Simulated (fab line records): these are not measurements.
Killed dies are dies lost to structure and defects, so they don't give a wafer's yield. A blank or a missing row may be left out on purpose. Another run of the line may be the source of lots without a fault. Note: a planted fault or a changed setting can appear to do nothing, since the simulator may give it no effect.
Split-lot experiment    flow berkeley-cmos170    23 wafers read from 5 lots, route of 331 steps

## ABOUT THE SPLIT
At UCB170_GATE_CVD_04 (deposits poly-Si from SiH4, time 1440 s, target thk 214 nm), the setting time-s was moved away from the recipe's 1440 s on 20 of the 23 wafers read, by +3.8% to +11.5%. All remaining wafers had this setting at the recipe value.

No step appears in the file between the split and the reading.

## THE READING
GATE_POLY_THK (nm), taken at UCB170_GATE_THK_MEAS_05. Fault-free wafers of this fab line usually give 214.7 nm, standard deviation 1.7 nm.

wafer   tool, chamber at the split  time-s as run, s  against the recipe  GATE_POLY_THK, nm  against lot-mates on the recipe
L074.2  lpcvd-02, 1                 1440              recipe              214.3              -
L074.3  lpcvd-02, 1                 1440              recipe              213.9              -
L074.5  lpcvd-02, 1                 1440              recipe              215.1              -
L076.1  -, -                        1605              +11.5%              242.3              no lot-mate on the recipe
L076.2  -, -                        1605              +11.5%              242.2              no lot-mate on the recipe
L076.4  -, -                        1605              +11.5%              244.5              no lot-mate on the recipe
L076.5  -, -                        1605              +11.5%              241.5              no lot-mate on the recipe
L076.6  -, -                        1605              +11.5%              240.2              no lot-mate on the recipe
L080.1  -, -                        1550              +7.6%               230.7              no lot-mate on the recipe
L080.3  -, -                        1550              +7.6%               231.9              no lot-mate on the recipe
L080.4  -, -                        1550              +7.6%               230.2              no lot-mate on the recipe
L080.5  -, -                        1550              +7.6%               229.1              no lot-mate on the recipe
L080.6  -, -                        1550              +7.6%               230.8              no lot-mate on the recipe
L081.2  -, -                        1582              +9.9%               235.1              no lot-mate on the recipe
L081.3  -, -                        1582              +9.9%               235.3              no lot-mate on the recipe
L081.4  -, -                        1582              +9.9%               233.7              no lot-mate on the recipe
L081.5  -, -                        1582              +9.9%               237.0              no lot-mate on the recipe
L081.6  -, -                        1582              +9.9%               235.3              no lot-mate on the recipe
L083.1  -, -                        1495              +3.8%               224.7              no lot-mate on the recipe
L083.2  -, -                        1495              +3.8%               224.5              no lot-mate on the recipe
L083.3  -, -                        1495              +3.8%               225.9              no lot-mate on the recipe
L083.5  -, -                        1495              +3.8%               226.3              no lot-mate on the recipe
L083.6  -, -                        1495              +3.8%               225.4              no lot-mate on the recipe

FIT RESULTS
A straight line over all 23 wafers: GATE_POLY_THK changes by +2.2 nm for each +1% of time-s; r = +0.98; the points scatter about the line by 1.9 nm.
Too few moved wafers have a lot-mate on the recipe to fit a line with each lot's own level taken away.

## THE WHOLE CHAIN: every reading that the file lists as answering this split, in the file's order
step                     what it does                                                                  reading                                                                         change (the file's fit)               r (the file's)
UCB170_GATE_CVD_04       deposits poly-Si from SiH4, time 1440 s, target thk 214 nm                    poly-Si_of_GATE_CVD_04.thk-nm (the simulator's own value, which no gauge read)  +2.2 nm for each +1% of the setting   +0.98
UCB170_GATE_THK_MEAS_05                                                                                GATE_POLY_THK                                                                   +2.2 for each +1% of the setting      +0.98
UCB170_GATE_ETCH_15      etches poly-Si in HBr/Cl2, stops on SiO2, time 56.3 s, target depth 278.2 nm  GATE.feature-depth-nm (the simulator's own value, which no gauge read)          +2.2 nm for each +1% of the setting   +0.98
UCB170_GATE_ETCH_15      etches poly-Si in HBr/Cl2, stops on SiO2, time 56.3 s, target depth 278.2 nm  etch.depth-nm (the simulator's own value, which no gauge read)                  +2.18 nm for each +1% of the setting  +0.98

## THE FILE'S OWN FIT
GATE_POLY_THK changes by +2.2 nm for each +1% of time-s, r = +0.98.
